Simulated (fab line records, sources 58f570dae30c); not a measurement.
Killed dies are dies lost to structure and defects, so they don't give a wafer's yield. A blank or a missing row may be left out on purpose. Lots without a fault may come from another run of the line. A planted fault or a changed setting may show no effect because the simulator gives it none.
A sampling plan put to the test | flow berkeley_cmos170 | one fab line, 13 faults that these records tell of, each judged on the records of the lots that it struck
The plan is the line's own looks: the steps of the route at which a gauge or an inspection reads the wafer and doesn't change it. A look can be judged if struck wafers have a number there and the file gives its usual mean and standard deviation on fault-free wafers. Caught: at a look after the fault's first step, the mean of the struck wafers lies 4 or more of those standard deviations (sigma) from the usual mean. On the tool: the same test on the tool's own readings at the fault's steps. Another recipe on the struck wafers, or a record that is blank for them alone, also counts as caught.

THE FAULTS, as the simulator had put them in
1. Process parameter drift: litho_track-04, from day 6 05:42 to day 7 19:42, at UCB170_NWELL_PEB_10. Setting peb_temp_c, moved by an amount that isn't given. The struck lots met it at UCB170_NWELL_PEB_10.
2. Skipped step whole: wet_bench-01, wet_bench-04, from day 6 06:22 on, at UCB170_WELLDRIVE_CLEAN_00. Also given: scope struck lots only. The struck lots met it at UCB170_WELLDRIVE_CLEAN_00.
3. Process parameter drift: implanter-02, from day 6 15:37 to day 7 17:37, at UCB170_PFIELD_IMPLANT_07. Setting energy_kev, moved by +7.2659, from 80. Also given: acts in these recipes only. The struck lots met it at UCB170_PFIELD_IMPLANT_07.
4. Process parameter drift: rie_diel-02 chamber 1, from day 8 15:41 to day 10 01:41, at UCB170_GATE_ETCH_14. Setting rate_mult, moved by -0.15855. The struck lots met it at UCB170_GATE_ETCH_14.
5. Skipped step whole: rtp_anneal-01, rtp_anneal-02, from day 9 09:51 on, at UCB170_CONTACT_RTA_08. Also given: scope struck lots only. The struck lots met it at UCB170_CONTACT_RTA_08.
6. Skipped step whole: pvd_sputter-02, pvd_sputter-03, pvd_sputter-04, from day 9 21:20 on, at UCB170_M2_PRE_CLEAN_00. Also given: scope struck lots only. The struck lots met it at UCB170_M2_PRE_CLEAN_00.
7. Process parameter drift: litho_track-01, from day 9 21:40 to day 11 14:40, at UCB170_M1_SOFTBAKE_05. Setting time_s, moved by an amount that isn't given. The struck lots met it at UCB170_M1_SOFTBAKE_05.
8. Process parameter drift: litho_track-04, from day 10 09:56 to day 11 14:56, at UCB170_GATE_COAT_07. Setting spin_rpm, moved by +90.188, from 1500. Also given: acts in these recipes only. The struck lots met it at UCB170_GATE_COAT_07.
9. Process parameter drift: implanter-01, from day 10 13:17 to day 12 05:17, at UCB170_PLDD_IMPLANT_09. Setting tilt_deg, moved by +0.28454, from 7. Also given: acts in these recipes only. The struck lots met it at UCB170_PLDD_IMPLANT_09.
10. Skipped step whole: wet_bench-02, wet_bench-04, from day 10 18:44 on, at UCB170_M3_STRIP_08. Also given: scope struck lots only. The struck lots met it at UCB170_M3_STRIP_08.
11. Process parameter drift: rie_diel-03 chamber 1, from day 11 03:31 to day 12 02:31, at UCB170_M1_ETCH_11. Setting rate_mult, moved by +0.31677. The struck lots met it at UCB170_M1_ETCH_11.
12. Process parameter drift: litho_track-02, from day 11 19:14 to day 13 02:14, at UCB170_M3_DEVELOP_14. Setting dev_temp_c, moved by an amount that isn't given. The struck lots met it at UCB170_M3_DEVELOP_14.
13. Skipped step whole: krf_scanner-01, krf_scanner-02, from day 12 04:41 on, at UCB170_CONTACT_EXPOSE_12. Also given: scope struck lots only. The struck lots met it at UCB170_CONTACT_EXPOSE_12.

WHAT THE PLAN SAW
fault | on the tool itself                               | first look that catches it                   | reading, sigma | median hours from its first step to that look | hours from the fault's start to the first struck lot there | judged looks passed uncaught
1     | heater_power_total_W +40 sigma                   | no look after it can be judged               | -              | -                                             | -                                                          | 0
2     | the tool's record is blank for the struck wafers | no look after it can be judged               | -              | -                                             | -                                                          | 0
3     | beam_energy_keV +99 or beyond sigma              | not the one look that can be judged after it | -              | -                                             | -                                                          | 1
4     | only faintly: oes_product_au -3.6 sigma          | no look after it can be judged               | -              | -                                             | -                                                          | 0
5     | the tool's record is blank for the struck wafers | no look after it can be judged               | -              | -                                             | -                                                          | 0
6     | the tool's record is blank for the struck wafers | no look after it can be judged               | -              | -                                             | -                                                          | 0
7     | run_length_s +79 sigma                           | not the one look that can be judged after it | -              | -                                             | -                                                          | 1
8     | spin_speed_rpm +93 sigma                         | no look after it can be judged               | -              | -                                             | -                                                          | 0
9     | tilt_deg +14 sigma                               | no look after it can be judged               | -              | -                                             | -                                                          | 0
10    | the tool's record is blank for the struck wafers | no look after it can be judged               | -              | -                                             | -                                                          | 0
11    | oes_product_au +7.9 sigma                        | no look after it can be judged               | -              | -                                             | -                                                          | 0
12    | developer_temp_C +7.7 sigma                      | no look after it can be judged               | -              | -                                             | -                                                          | 0
13    | no reading that can be judged                    | no look after it can be judged               | -              | -                                             | -                                                          | 0
A dash: the fault isn't caught, or these records don't give the number.

Caught at a look: 0 of 13. Caught on the tool: 11 of 13. By one or the other: 11 of 13.
Caught on the tool alone: faults 1, 2, 3, 5, 6, 7, 8, 9, 10, 11, 12.
Caught by neither: faults 4, 13.
